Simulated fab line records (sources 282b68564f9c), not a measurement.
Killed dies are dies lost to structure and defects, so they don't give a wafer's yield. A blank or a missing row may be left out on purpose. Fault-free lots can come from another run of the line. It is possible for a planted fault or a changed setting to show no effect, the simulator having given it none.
fab line records + flow rit-cmos
record:
- lots: 15
- wafers: 45
- last-day: 7
route steps=202 shown ACTIVE@5 GATE@93 SILICIDE@167 CONTACT@171
lots that met no fault: from a run of the same line without faults
start-h: the number of hours between the record's first day and the start of the first shown wafer of the lot + wait-h: time in hours since the lot's previous step + " identical to the entry in the row above + L1.1+2: one row covering several wafers at once + - either no value or no given start + * or withheld: withheld + < > ~ a bound
route shown NAME@n: names a module that has steps shown in the file, with the first one's number in the route + usual: mean/standard deviation taken from wafers without a fault + same: alike in all rows + chamber/n: place in a boat + sites: the reading at each site + _std_site: the standard deviation of these + _edge_site: inner sites' mean taken away from outer sites' mean + radius-mm: for every site, how far away it sits from the centre of the wafer + mask NAME#n: copy n + behind: tool/chamber where the wafer was last shaped + hold: what put the lot on hold/how long, in hours/how the hold closed + device: names the non-switching transistor (n, p or np) + end of line: the route-end tests of the same wafers + a step with no rows: only its recipe + killed: not the wafer's yield, but the dies lost to structure and defects at the first sort + map: a wafer's dies, marking killed ones x, the rest . and places with no die _
set.NAME: the setting the step ran with; set.NAME@STEP: the setting that earlier step ran with + model.NAME: the simulator's own value behind a step, which no gauge read
steps of the route over a sample of lots; a table a step, a row a wafer
services: the hour from which a tool's chamber was out of use, counted from the record's first day as start-h (under 0 if before that day), plus the number of hours and why
== steps ==
step: RIT_ACTIVE_THK_MEAS_04
recipe:
- reads: Si3N4_of_ACTIVE_CVD_03
usual:
- ACTIVE_NITRIDE_THK: 149.4/1.1
| lot.wafer | tool          | chamber | start-h | wait-h | ACTIVE_NITRIDE_THK[nm] |
|-----------|---------------|---------|---------|--------|------------------------|
| L485.4    | film-metro-02 | -       | 13.56   | 0.0    | 148.9                  |
| L485.5    | "             | -       | "       | "      | 150.5                  |
| L485.6    | "             | -       | "       | "      | 149.4                  |
| L486.3    | film-metro-03 | -       | 18.55   | 0.0    | 149.8                  |
| L486.5    | "             | -       | "       | "      | 150.6                  |
| L486.6    | "             | -       | "       | "      | 151.0                  |
| L487.2    | film-metro-03 | -       | 24.77   | 0.0    | 149.0                  |
| L487.4    | "             | -       | "       | "      | 148.0                  |
| L487.5    | "             | -       | "       | "      | 148.2                  |
| L492.2    | film-metro-04 | -       | 48.54   | 0.0    | 150.8                  |
| L492.3    | "             | -       | "       | "      | 151.6                  |
| L492.6    | "             | -       | "       | "      | 152.0                  |
| L497.2    | film-metro-04 | -       | 73.54   | 0.0    | 149.8                  |
| L497.3    | "             | -       | "       | "      | 148.7                  |
| L497.6    | "             | -       | "       | "      | 150.4                  |
| L498.1    | film-metro-02 | -       | 78.62   | 0.0    | 149.5                  |
| L498.4    | "             | -       | "       | "      | 149.1                  |
| L498.6    | "             | -       | "       | "      | 147.6                  |
| L499.3    | film-metro-02 | -       | 83.55   | 0.0    | 149.7                  |
| L499.5    | "             | -       | "       | "      | 149.2                  |
| L499.6    | "             | -       | "       | "      | 148.0                  |
| L500.1    | film-metro-02 | -       | 88.53   | 0.0    | 150.3                  |
| L500.3    | "             | -       | "       | "      | 149.5                  |
| L500.4    | "             | -       | "       | "      | 151.2                  |
| L501.4    | film-metro-04 | -       | 93.56   | 0.0    | 149.2                  |
| L501.5    | "             | -       | "       | "      | 148.3                  |
| L501.6    | "             | -       | "       | "      | 148.0                  |
| L502.1    | film-metro-03 | -       | 98.53   | 0.0    | 149.9                  |
| L502.3    | "             | -       | "       | "      | 148.2                  |
| L502.4    | "             | -       | "       | "      | 148.4                  |
| L503.2    | film-metro-02 | -       | 103.54  | 0.0    | 149.0                  |
| L503.4    | "             | -       | "       | "      | 148.7                  |
| L503.6    | "             | -       | "       | "      | 149.7                  |
| L505.2    | film-metro-04 | -       | 114.02  | 0.0    | 147.8                  |
| L505.4    | "             | -       | "       | "      | 148.2                  |
| L505.5    | "             | -       | "       | "      | 148.8                  |
| L506.1    | film-metro-04 | -       | 118.53  | 0.0    | 151.9                  |
| L506.4    | "             | -       | "       | "      | 150.6                  |
| L506.6    | "             | -       | "       | "      | 150.5                  |
| L507.1    | film-metro-02 | -       | 123.53  | 0.0    | 150.2                  |
| L507.2    | "             | -       | "       | "      | 150.8                  |
| L507.4    | "             | -       | "       | "      | 150.6                  |
| L508.4    | film-metro-02 | -       | 130.26  | 0.0    | 150.2                  |
| L508.5    | "             | -       | "       | "      | 151.4                  |
| L508.6    | "             | -       | "       | "      | 151.0                  |
step: RIT_GATE_OVL_MEAS_17
usual:
- GATE_OVL: 1.4/1.2
| lot.wafer | tool       | chamber | start-h | wait-h | GATE_OVL[nm] |
|-----------|------------|---------|---------|--------|--------------|
| L485.4    | overlay-01 | -       | 37.68   | 0.1    | -1.1         |
| L485.5    | "          | -       | "       | "      | 0.7          |
| L485.6    | "          | -       | "       | "      | 1.4          |
| L486.3    | overlay-01 | -       | 44.30   | 0.1    | 1.9          |
| L486.5    | "          | -       | "       | "      | 1.1          |
| L486.6    | "          | -       | "       | "      | 2.3          |
| L487.2    | overlay-01 | -       | 47.53   | 0.1    | 3.5          |
| L487.4    | "          | -       | "       | "      | 1.2          |
| L487.5    | "          | -       | "       | "      | 0.1          |
| L492.2    | overlay-01 | -       | 71.68   | 0.1    | 0.3          |
| L492.3    | "          | -       | "       | "      | 1.0          |
| L492.6    | "          | -       | "       | "      | 1.0          |
| L497.2    | overlay-02 | -       | 97.12   | 0.1    | -0.8         |
| L497.3    | "          | -       | "       | "      | -1.6         |
| L497.6    | "          | -       | "       | "      | 0.3          |
| L498.1    | overlay-01 | -       | 102.37  | 0.1    | 1.1          |
| L498.4    | "          | -       | "       | "      | 1.5          |
| L498.6    | "          | -       | "       | "      | 1.8          |
| L499.3    | overlay-01 | -       | 106.32  | 0.1    | 3.8          |
| L499.5    | "          | -       | "       | "      | 2.5          |
| L499.6    | "          | -       | "       | "      | 1.0          |
| L500.1    | overlay-01 | -       | 115.71  | 0.1    | 2.0          |
| L500.3    | "          | -       | "       | "      | 2.0          |
| L500.4    | "          | -       | "       | "      | 2.5          |
| L501.4    | overlay-01 | -       | 116.88  | 0.1    | 2.1          |
| L501.5    | "          | -       | "       | "      | 1.3          |
| L501.6    | "          | -       | "       | "      | 1.7          |
| L502.1    | overlay-02 | -       | 121.62  | 0.1    | 0.0          |
| L502.3    | "          | -       | "       | "      | -1.6         |
| L502.4    | "          | -       | "       | "      | -0.9         |
| L503.2    | overlay-02 | -       | 133.00  | 0.1    | 1.8          |
| L503.4    | "          | -       | "       | "      | -0.6         |
| L503.6    | "          | -       | "       | "      | 0.6          |
| L505.2    | overlay-01 | -       | 141.19  | 0.1    | 2.2          |
| L505.4    | "          | -       | "       | "      | 0.3          |
| L505.5    | "          | -       | "       | "      | 0.0          |
| L506.1    | overlay-01 | -       | 144.97  | 0.1    | 1.0          |
| L506.4    | "          | -       | "       | "      | 0.5          |
| L506.6    | "          | -       | "       | "      | 2.5          |
| L507.1    | overlay-02 | -       | 146.33  | 0.1    | 1.1          |
| L507.2    | "          | -       | "       | "      | 1.6          |
| L507.4    | "          | -       | "       | "      | 2.4          |
| L508.4    | overlay-02 | -       | 152.77  | 0.1    | 2.0          |
| L508.5    | "          | -       | "       | "      | -0.8         |
| L508.6    | "          | -       | "       | "      | -0.1         |
step: RIT_SILICIDE_RTA_06
recipe:
- temp-c: 750
- time-s: 10
- idle-temp-c: 25
- ramp-up-s: 5
- ramp-down-s: 10
- cool-to-c: 25
- ambient: N2
usual:
- wafer_temp_C_max: 753.4/1.4
| lot.wafer | tool          | chamber | start-h | wait-h | wafer_temp_C_max |
|-----------|---------------|---------|---------|--------|------------------|
| L485.4    | rtp-anneal-02 | 0       | 51.15   | 0.0    | 751.7            |
| L485.5    | "             | 0       | "       | "      | 752.1            |
| L485.6    | "             | 0       | "       | "      | 752.0            |
| L486.3    | rtp-anneal-01 | 0       | 57.79   | 0.0    | 753.9            |
| L486.5    | "             | 0       | "       | "      | 754.5            |
| L486.6    | "             | 0       | "       | "      | 754.1            |
| L487.2    | rtp-anneal-02 | 0       | 62.67   | 0.0    | 752.8            |
| L487.4    | "             | 0       | "       | "      | 752.9            |
| L487.5    | "             | 0       | "       | "      | 752.6            |
| L492.2    | rtp-anneal-01 | 0       | 85.24   | 0.0    | 755.2            |
| L492.3    | "             | 0       | "       | "      | 754.2            |
| L492.6    | "             | 0       | "       | "      | 753.3            |
| L497.2    | rtp-anneal-02 | 0       | 110.91  | 0.0    | 752.7            |
| L497.3    | "             | 0       | "       | "      | 752.2            |
| L497.6    | "             | 0       | "       | "      | 752.7            |
| L498.1    | rtp-anneal-01 | 0       | 116.33  | 0.0    | 755.0            |
| L498.4    | "             | 0       | "       | "      | 755.4            |
| L498.6    | "             | 0       | "       | "      | 753.4            |
| L499.3    | rtp-anneal-02 | 0       | 123.13  | 0.0    | 752.1            |
| L499.5    | "             | 0       | "       | "      | 751.2            |
| L499.6    | "             | 0       | "       | "      | 752.6            |
| L500.1    | rtp-anneal-02 | 0       | 130.19  | 0.0    | 752.7            |
| L500.3    | "             | 0       | "       | "      | 752.9            |
| L500.4    | "             | 0       | "       | "      | 752.1            |
| L501.4    | rtp-anneal-02 | 0       | 130.53  | 0.0    | 751.9            |
| L501.5    | "             | 0       | "       | "      | 752.5            |
| L501.6    | "             | 0       | "       | "      | 752.5            |
| L502.1    | rtp-anneal-01 | 0       | 136.34  | 0.0    | 753.3            |
| L502.3    | "             | 0       | "       | "      | 754.6            |
| L502.4    | "             | 0       | "       | "      | 755.7            |
| L503.2    | rtp-anneal-02 | 0       | 146.62  | 0.0    | 752.5            |
| L503.4    | "             | 0       | "       | "      | 751.2            |
| L503.6    | "             | 0       | "       | "      | 752.4            |
| L505.2    | rtp-anneal-02 | 0       | 154.71  | 0.0    | 752.0            |
| L505.4    | "             | 0       | "       | "      | 753.1            |
| L505.5    | "             | 0       | "       | "      | 752.5            |
| L506.1    | rtp-anneal-01 | 0       | 158.39  | 0.0    | 754.1            |
| L506.4    | "             | 0       | "       | "      | 754.8            |
| L506.6    | "             | 0       | "       | "      | 755.0            |
| L507.1    | rtp-anneal-02 | 0       | 160.22  | 0.0    | 752.7            |
| L507.2    | "             | 0       | "       | "      | 752.0            |
| L507.4    | "             | 0       | "       | "      | 753.4            |
| L508.4    | rtp-anneal-01 | 0       | 166.21  | 0.0    | 754.9            |
| L508.5    | "             | 0       | "       | "      | 755.7            |
| L508.6    | "             | 0       | "       | "      | 754.3            |
step: RIT_CONTACT_COAT_03
recipe:
- resist: NOVOLAK
- spin-rpm: 3250
- resist-thk-nm: 1000
usual:
- chill-plate-temp-C: 22.98/0.097
- dispense-pressure-kPa: 52.4/1.6
| lot.wafer | tool           | chamber | start-h | wait-h | chill-plate-temp-C | dispense-pressure-kPa |
|-----------|----------------|---------|---------|--------|--------------------|-----------------------|
| L485.4    | litho-track-01 | 0       | 51.52   | 0.1    | 22.95              | 50.5                  |
| L485.5    | "              | 0       | "       | "      | 22.96              | 50.5                  |
| L485.6    | "              | 0       | "       | "      | 23.04              | 50.4                  |
| L486.3    | litho-track-01 | 0       | 58.17   | 0.1    | 23.10              | 50.5                  |
| L486.5    | "              | 0       | "       | "      | 23.02              | 50.4                  |
| L486.6    | "              | 0       | "       | "      | 23.16              | 50.4                  |
| L487.2    | litho-track-01 | 0       | 63.01   | 0.1    | 22.92              | 50.4                  |
| L487.4    | "              | 0       | "       | "      | 22.88              | 50.4                  |
| L487.5    | "              | 0       | "       | "      | 23.02              | 50.4                  |
| L492.2    | litho-track-01 | 0       | 85.58   | 0.1    | 23.09              | 50.5                  |
| L492.3    | "              | 0       | "       | "      | 23.12              | 50.5                  |
| L492.6    | "              | 0       | "       | "      | 23.00              | 50.4                  |
| L497.2    | litho-track-01 | -       | 111.31  | 0.1    | -                  | -                     |
| L497.3    | "              | -       | "       | "      | -                  | -                     |
| L497.6    | "              | -       | "       | "      | -                  | -                     |
| L498.1    | litho-track-03 | -       | 116.66  | 0.1    | -                  | -                     |
| L498.4    | "              | -       | "       | "      | -                  | -                     |
| L498.6    | "              | -       | "       | "      | -                  | -                     |
| L499.3    | litho-track-02 | -       | 123.49  | 0.1    | -                  | -                     |
| L499.5    | "              | -       | "       | "      | -                  | -                     |
| L499.6    | "              | -       | "       | "      | -                  | -                     |
| L500.1    | litho-track-03 | 0       | 130.53  | 0.1    | 23.27              | 52.2                  |
| L500.3    | "              | 0       | "       | "      | 23.15              | 52.1                  |
| L500.4    | "              | 0       | "       | "      | 23.12              | 52.1                  |
| L501.4    | litho-track-02 | 0       | 130.96  | 0.1    | 22.90              | 54.3                  |
| L501.5    | "              | 0       | "       | "      | 22.90              | 54.3                  |
| L501.6    | "              | 0       | "       | "      | 22.90              | 54.3                  |
| L502.1    | litho-track-03 | 0       | 136.67  | 0.1    | 23.05              | 52.1                  |
| L502.3    | "              | 0       | "       | "      | 22.90              | 52.1                  |
| L502.4    | "              | 0       | "       | "      | 22.95              | 52.1                  |
| L503.2    | litho-track-01 | 0       | 146.96  | 0.1    | 23.02              | 50.5                  |
| L503.4    | "              | 0       | "       | "      | 22.86              | 50.5                  |
| L503.6    | "              | 0       | "       | "      | 22.93              | 50.5                  |
| L505.2    | litho-track-03 | 0       | 155.05  | 0.1    | 23.06              | 52.1                  |
| L505.4    | "              | 0       | "       | "      | 23.00              | 52.1                  |
| L505.5    | "              | 0       | "       | "      | 22.90              | 52.2                  |
| L506.1    | litho-track-02 | 0       | 158.72  | 0.1    | 23.00              | 54.2                  |
| L506.4    | "              | 0       | "       | "      | 23.09              | 54.2                  |
| L506.6    | "              | 0       | "       | "      | 22.86              | 54.2                  |
| L507.1    | litho-track-03 | 0       | 160.55  | 0.1    | 22.90              | 52.1                  |
| L507.2    | "              | 0       | "       | "      | 22.86              | 52.2                  |
| L507.4    | "              | 0       | "       | "      | 22.87              | 52.1                  |
| L508.4    | litho-track-03 | 0       | 166.58  | 0.1    | 22.92              | 52.1                  |
| L508.5    | "              | 0       | "       | "      | 22.96              | 52.2                  |
| L508.6    | "              | 0       | "       | "      | 22.88              | 52.1                  |
step: RIT_CONTACT_CD_MEAS_08
recipe:
- target-cd-nm: 1000
usual:
- cd-nm: 999.7/2.3
| lot.wafer | tool      | chamber | start-h | wait-h | cd-nm  |
|-----------|-----------|---------|---------|--------|--------|
| L485.4    | cd-sem-02 | -       | 52.51   | -      | 1000.6 |
| L485.5    | "         | -       | "       | "      | 1000.3 |
| L485.6    | "         | -       | "       | "      | 1000.6 |
| L486.3    | cd-sem-01 | -       | 59.10   | -      | 1002.4 |
| L486.5    | "         | -       | "       | "      | 1000.0 |
| L486.6    | "         | -       | "       | "      | 1002.8 |
| L487.2    | cd-sem-02 | -       | 63.94   | -      | 995.8  |
| L487.4    | "         | -       | "       | "      | 994.5  |
| L487.5    | "         | -       | "       | "      | 997.0  |
| L492.2    | cd-sem-02 | -       | 86.39   | -      | 999.0  |
| L492.3    | "         | -       | "       | "      | 1000.3 |
| L492.6    | "         | -       | "       | "      | 999.2  |
| L497.2    | cd-sem-01 | -       | 112.24  | -      | -      |
| L497.3    | "         | -       | "       | "      | -      |
| L497.6    | "         | -       | "       | "      | -      |
| L498.1    | cd-sem-02 | -       | 117.48  | -      | -      |
| L498.4    | "         | -       | "       | "      | -      |
| L498.6    | "         | -       | "       | "      | -      |
| L499.3    | cd-sem-02 | -       | 124.29  | -      | -      |
| L499.5    | "         | -       | "       | "      | -      |
| L499.6    | "         | -       | "       | "      | -      |
| L500.1    | cd-sem-01 | -       | 131.34  | -      | 999.7  |
| L500.3    | "         | -       | "       | "      | 998.5  |
| L500.4    | "         | -       | "       | "      | 999.2  |
| L501.4    | cd-sem-02 | -       | 131.76  | -      | 998.7  |
| L501.5    | "         | -       | "       | "      | 998.1  |
| L501.6    | "         | -       | "       | "      | 996.5  |
| L502.1    | cd-sem-02 | -       | 137.70  | -      | 996.6  |
| L502.3    | "         | -       | "       | "      | 998.0  |
| L502.4    | "         | -       | "       | "      | 998.9  |
| L503.2    | cd-sem-01 | -       | 147.90  | -      | 1002.5 |
| L503.4    | "         | -       | "       | "      | 1004.2 |
| L503.6    | "         | -       | "       | "      | 1001.9 |
| L505.2    | cd-sem-02 | -       | 155.99  | -      | 999.1  |
| L505.4    | "         | -       | "       | "      | 999.2  |
| L505.5    | "         | -       | "       | "      | 999.7  |
| L506.1    | cd-sem-02 | -       | 159.66  | -      | 998.3  |
| L506.4    | "         | -       | "       | "      | 996.1  |
| L506.6    | "         | -       | "       | "      | 1000.2 |
| L507.1    | cd-sem-02 | -       | 161.49  | -      | 1000.4 |
| L507.2    | "         | -       | "       | "      | 1000.1 |
| L507.4    | "         | -       | "       | "      | 999.8  |
| L508.4    | cd-sem-02 | -       | 167.38  | -      | 999.8  |
| L508.5    | "         | -       | "       | "      | 1001.1 |
| L508.6    | "         | -       | "       | "      | 1002.1 |
== services ==
| tool          | chamber | start-h | hours | kind |
|---------------|---------|---------|-------|------|
| rtp-anneal-01 | -       | 29.64   | 5.2   | pm   |
== key ==
first-sign:
- step: RIT_CONTACT_COAT_03
- reading: tool-record
- direction: missing
effect:
- step: RIT_CONTACT_CD_MEAS_08
- reading: cd-nm
- direction: missing
met-at RIT_CONTACT_COAT_03
struck-lots L497,L498,L499
later-rows-left-out L497.2,L497.3,L497.6,L498.1,L498.4,L498.6,L499.3,L499.5,L499.6
sort-left-out L497.2,L497.3,L497.6,L498.1,L498.4,L498.6,L499.3,L499.5,L499.6
tester-left-out L497,L498,L499
not-acting-at RIT_ACTIVE_THK_MEAS_04,RIT_GATE_OVL_MEAS_17,RIT_SILICIDE_RTA_06
onset-between 85.58 111.31
fault:
- kind: skipped-step-whole
- tool: litho-track-01,litho-track-02,litho-track-03
- chamber: -
- onset-h: 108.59
- steps: RIT_CONTACT_COAT_03
- scope: struck-lots-only
tester-left-out: of these lots the tester's yield and bins aren't shown, on N5 and GAA mostly nor the transistor test; their killed dies are dies lost to structure and defects alone, not to doping, threshold or leakage, so they don't give the yield
sort-left-out: the simulated sort isn't trusted on such a fault, so these wafers' sort isn't shown, and their yield isn't known
later-rows-left-out: the simulator's readings of these wafers behind a module that went badly wrong aren't trusted and aren't shown, but for the sort
